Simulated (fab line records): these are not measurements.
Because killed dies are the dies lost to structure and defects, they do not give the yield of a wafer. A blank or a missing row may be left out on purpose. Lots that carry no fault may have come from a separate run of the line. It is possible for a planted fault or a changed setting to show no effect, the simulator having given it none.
Lot-split experiment -- flow berkeley cmos170 -- route with 331 steps; 5 lots, 23 wafers read

## ON THE SPLIT
At UCB170_PWELL_ETCH_14 (etches Si3N4 in CH3F/Ar/O2, stops on SiO2, target depth 242 nm, time 151 s), the setting time s was moved away from the recipe's 151 s on 9 of the 23 wafers read, by -9.9% to +12.4%. The other wafers ran this setting at the recipe's value.

The split's own step is where the reading is taken.

## THE READING
KrF_of_PWELL_COAT_08.thk nm (the simulator's own value, which no gauge read), in nm, at UCB170_PWELL_ETCH_14 (etches Si3N4 in CH3F/Ar/O2, stops on SiO2, target depth 242 nm, time 151 s). The file gives no usual value for it. Across the 14 wafers here that went through the recipe, the average is 726.8 nm and the standard deviation 3.7 nm.

wafer,"tool, chamber at the split","time s as run, s",against the recipe,"KrF_of_PWELL_COAT_08.thk nm, nm",against lot-mates on the recipe
L075.1,"rie diel-04, 3",151,recipe,729.4,-
L075.2,"rie diel-04, 1",151,recipe,729.9,-
L075.3,"rie diel-04, 0",151,recipe,721.4,-
L075.4,"rie diel-04, 1",166.7,+10.4%,711.2,-15.7
L075.6,"rie diel-04, 0",166.7,+10.4%,705.3,-21.6
L078.1,"rie diel-03, 3",169.7,+12.4%,713.1,-12.2
L078.2,"rie diel-03, 0",151,recipe,720.3,-
L078.3,"rie diel-03, 1",169.7,+12.4%,714,-11.3
L078.5,"rie diel-03, 2",151,recipe,724.6,-
L078.6,"rie diel-03, 1",151,recipe,731.1,-
L080.1,"rie diel-02, 2",151,recipe,722.8,-
L080.2,"rie diel-02, 3",151,recipe,725,-
L080.4,"rie diel-02, 0",161.4,+6.9%,704.2,-19.7
L080.5,"rie diel-02, 3",161.4,+6.9%,712.8,-11.1
L080.6,"rie diel-02, 2",161.4,+6.9%,711.7,-12.2
L082.2,"rie diel-03, 0",151,recipe,725.5,-
L082.3,"rie diel-03, 1",151,recipe,733.4,-
L082.6,"rie diel-03, 1",151,recipe,730,-
L085.2,"rie diel-02, 0",136.1,-9.9%,738.4,+11.1
L085.3,"rie diel-02, 1",151,recipe,728.2,-
L085.4,"rie diel-02, 2",151,recipe,726.8,-
L085.5,"rie diel-02, 3",151,recipe,726.8,-
L085.6,"rie diel-02, 0",136.1,-9.9%,737.7,+10.4

FIT RESULTS
A straight line over all 23 wafers: KrF_of_PWELL_COAT_08.thk nm changes by -1.44 nm for each +1% of time s; r = -0.88; the points scatter about the line by 4.7 nm.
The same after taking each lot's own level away (the mean of its wafers on the recipe; 23 wafers): -1.33 nm for each +1%; r = -0.89; scatter 4.2 nm.
On that fit, the largest move of time s shifts the reading by 17 nm.
From 723.90 to 729.63 nm: that is the span of the lots' own levels, equal to 1.6 times the standard deviation above.
The two slopes are in agreement: the lot-to-lot level therefore moves the slope only a little.
Check: -18.6 nm against its lot-mates is what the line predicts for one of the wafers moved furthest among these (+12.4%) when that wafer is left out of the fit. Against them it came out at -12.2 nm.
Tool readings at the split's step, against how far the setting was moved: oes product au r = -0.01.

## THESE WAFERS: OTHER SPLITS
Note: prior to the reading, these wafers also went through further splits. Each is held against what the fit with the lots' levels taken away leaves over:
other split on the same wafers,wafers away from the commonest value,r with KrF_of_PWELL_COAT_08.thk nm (lot level and that fit taken away)
UCB170_START_OXIDATION_02 temp c,18,+0.29
UCB170_NWELL_COAT_07 resist thk nm,11,-0.05
UCB170_NWELL_DEVELOP_11 dev temp c,6,-0.16
UCB170_PWELL_CVD_05 temp c,10,+0.14

## THE WHOLE CHAIN: every reading that the file lists as answering this split, in the file's order
step,what it does,reading,change (the file's fit),r (the file's)
UCB170_PWELL_ETCH_14,"etches Si3N4 in CH3F/Ar/O2, stops on SiO2, target depth 242 nm, time 151 s","KrF_of_PWELL_COAT_08.thk nm (the simulator's own value, which no gauge read)",-1.34 nm for each +1% of the setting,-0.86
UCB170_PWELL_STRIP_16,strips in O2,strip time to endpoint s,withheld for each +1% of the setting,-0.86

## FILE'S OWN FIT
KrF_of_PWELL_COAT_08.thk nm changes by -1.34 nm for each +1% of time s, r = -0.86.
